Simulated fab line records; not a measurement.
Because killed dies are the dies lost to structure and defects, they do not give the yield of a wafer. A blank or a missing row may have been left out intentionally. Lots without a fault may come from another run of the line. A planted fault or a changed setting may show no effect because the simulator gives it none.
Struck lot and sound lot, side by side || flow berkeley_cmos170 || 31 steps out of a route of 331
Sound: these wafers, L121.3, L121.4, L121.5. The struck wafers were L136.3, L136.4, L136.5. At the end, the cause is stated.
At each step with rows: each side's tool, then ch and its chambers, then its first start. Under that, the readings that differ: sound wafers || struck wafers || difference of the means || sigmas: that difference in standard deviations of wafers without a fault.
alike: same words and numbers on both sides, and readings whose means sit less than 2 such deviations apart. not compared: any withheld reading, any reading some wafer has no value for, any bound like >300 that may hide the same value, and any number with overlapping values for which the record gives no deviation.
The two part at a step that has a row with sigmas, a row that says differs or no value, or rows on one side only. Non-overlapping numbers with no deviation appear without sigmas and do not part them. A reading that every wafer of one side lacks parts them only if that side has two wafers or more.

UCB170_SDANNEAL_RTA_01: time 5 s.
  sound on rtp_anneal-02 ch 0, day 7 16:17; struck on rtp_anneal-01 ch 0, day 10 19:35
{"reading": "lamp_power_pct (%)", "sound": "34 34 34", "struck": "42 42 42", "difference": "+8", "sigmas": "+2"}
  alike: chamber_o2_ppm, wafer_temp_C_max
UCB170_SDANNEAL_RS_MEAS_02: measurement is done with a four-point probe.
  sound on film_metro-04 at day 7 16:23; struck on film_metro-04 at day 10 19:43
  alike: PSD_RS
UCB170_SDANNEAL_RS_MEAS_03: measurement is done with a four-point probe.
  sound on film_metro-04 at day 7 16:31; struck on film_metro-04 at day 10 19:50
  alike: NSD_RS
UCB170_SDANNEAL_RS_MEAS_04: measurement is done with a four-point probe.
  sound on film_metro-04 at day 7 16:38; struck on film_metro-04 at day 10 19:57
  alike: PLDD_RS
UCB170_SDANNEAL_RS_MEAS_05: measurement is done with a four-point probe.
  sound on film_metro-04 at day 7 16:45; struck on film_metro-04 at day 10 20:04
  alike: NLDD_RS
then, 1 step without rows for these wafers: UCB170_SILICIDE_PRE_CLEAN_00 (preclean etch time 60 s).
UCB170_SILICIDE_SPUTTER_01: material Ti, target thk 30 nm, time 25 s.
  sound on pvd_sputter-02 at day 7 16:54; struck on pvd_sputter-03 at day 10 20:13
  alike: throttle_valve_pct
UCB170_SILICIDE_RS_MEAS_02: measurement is done with a four-point probe.
  sound on film_metro-01 at day 7 16:58; struck on film_metro-02 at day 10 20:17
{"reading": "SILICIDE_TI_RS (ohm/sq)", "sound": "26.5 26.7 26.5", "struck": "25.6 25.7 25.7", "difference": -0.9, "sigmas": -3}
UCB170_SILICIDE_THK_MEAS_03: measures by xrf.
  sound on film_metro-01 at day 7 17:04; struck on film_metro-02 at day 10 20:23
{"reading": "SILICIDE_TI_THK (nm)", "sound": "30.2 29.9 30.2", "struck": "31.3 31.2 31.1", "difference": "+1.1", "sigmas": "+3"}
UCB170_SILICIDE_RTA_04: time 15 s.
  sound on rtp_anneal-02 ch 0, day 7 17:08; struck on rtp_anneal-02 ch 0, day 10 20:27
  alike: chamber_o2_ppm, lamp_power_pct, wafer_temp_C_max
then, 2 steps without rows for these wafers: UCB170_SILICIDE_WET_ETCH_05 (etches Ti in SPM, time 45 s); UCB170_CONTACT_CLEAN_00 (cleans in SPM, time 600 s).
UCB170_CONTACT_CVD_01: deposits PSG from SiH4/O2/PH3, target thk 700 nm, time 2820 s.
  sound on lpcvd-02 ch 0, day 7 18:36; struck on lpcvd-01 ch 1, day 11 00:17
{"reading": "zone_power_source_pct (%)", "sound": "7.5 7.5 7.6", "struck": "6.4 6.5 6.4", "difference": -1.1, "sigmas": -2}
  alike: pressure_mtorr, spike_tc_centre_C
UCB170_CONTACT_THK_MEAS_02:
  sound on film_metro-03 at day 7 20:24; struck on film_metro-03 at day 11 02:05
{"reading": "CONTACT_PSG_THK (nm)", "sound": "702 703 706", "struck": "1420 1431 1421", "difference": "+720", "sigmas": "+99 or more"}
then, 3 steps without rows for these wafers: UCB170_CONTACT_HMDS_03 (prime time 60 s); UCB170_CONTACT_COAT_04 (resist thk 900 nm); UCB170_CONTACT_SOFTBAKE_05 (time 60 s).
UCB170_CONTACT_STRIP_06: strips in O2.
  sound on plasma_asher-01 ch 0,1, day 7 20:59; struck on plasma_asher-03 ch 0,1, day 11 02:42
{"reading": "drypump_motor_current_A (A)", "sound": "5.1 5.0 5.0", "struck": "5.7 6.1 6.0", "difference": "+0.9", "sigmas": "+2"}
  alike: oes_product_au, strip_time_to_endpoint_s
  not compared: rf_hours_counter_h
then, 8 steps without rows for these wafers: UCB170_CONTACT_CLEAN_07 (cleans in SPM, time 600 s); UCB170_CONTACT_RTA_08 (time 10 s); UCB170_CONTACT_COAT_09; UCB170_CONTACT_COAT_10 (resist thk 900 nm); UCB170_CONTACT_SOFTBAKE_11 (time 60 s); UCB170_CONTACT_EXPOSE_12 (exposes mask CONT, target cd 700 nm); UCB170_CONTACT_PEB_13; UCB170_CONTACT_DEVELOP_14 (develop time 45 s).
UCB170_CONTACT_CD_MEAS_15: the cd target is 700 nm.
  sound on cd_sem-01 at day 7 22:22; struck on cd_sem-01 at day 11 04:14
  alike: cd_nm
UCB170_CONTACT_OVL_MEAS_16:
  sound on overlay-02 at day 7 22:27; struck on overlay-02 at day 11 04:20
  alike: CONTACT_OVL
UCB170_CONTACT_ETCH_17: etches BARC in N2/H2.
  sound on rie_diel-02 ch 0,2, day 7 22:28; struck on rie_diel-03 ch 1,2,3, day 11 04:22
  alike: drypump_motor_current_A, oes_product_au, throttle_valve_pct
UCB170_CONTACT_ETCH_18: etches PSG in CHF3/CF4/Ar, stops on TiSi2, target depth 840 nm, time 195 s.
  sound: rie_diel-02 ch 0,2; struck: rie_diel-03 ch 1,2,3
{"reading": "oes_product_au (a.u.)", "sound": "0.892 0.903 0.896", "struck": "0.989 1.001 0.989", "difference": "+0.096", "sigmas": "+7"}
{"reading": "model.CONTACT.feature_depth_nm (nm)", "sound": "701.3 702.8 705.4", "struck": "839 846.4 838.9", "difference": "+138", "sigmas": ""}
{"reading": "model.etch.depth_nm (nm)", "sound": "701.3 702.8 705.4", "struck": "839 846.4 838.9", "difference": "+138", "sigmas": ""}
  alike: drypump_motor_current_A, throttle_valve_pct
  not compared: rf_hours_counter_h
then, 1 step without rows for these wafers: UCB170_CONTACT_STRIP_19 (strips in O2).

## WHERE THEY PART
Earliest at UCB170_SDANNEAL_RTA_01; latest, in this record, at UCB170_CONTACT_ETCH_18.

WHY: whatever the simulator had introduced
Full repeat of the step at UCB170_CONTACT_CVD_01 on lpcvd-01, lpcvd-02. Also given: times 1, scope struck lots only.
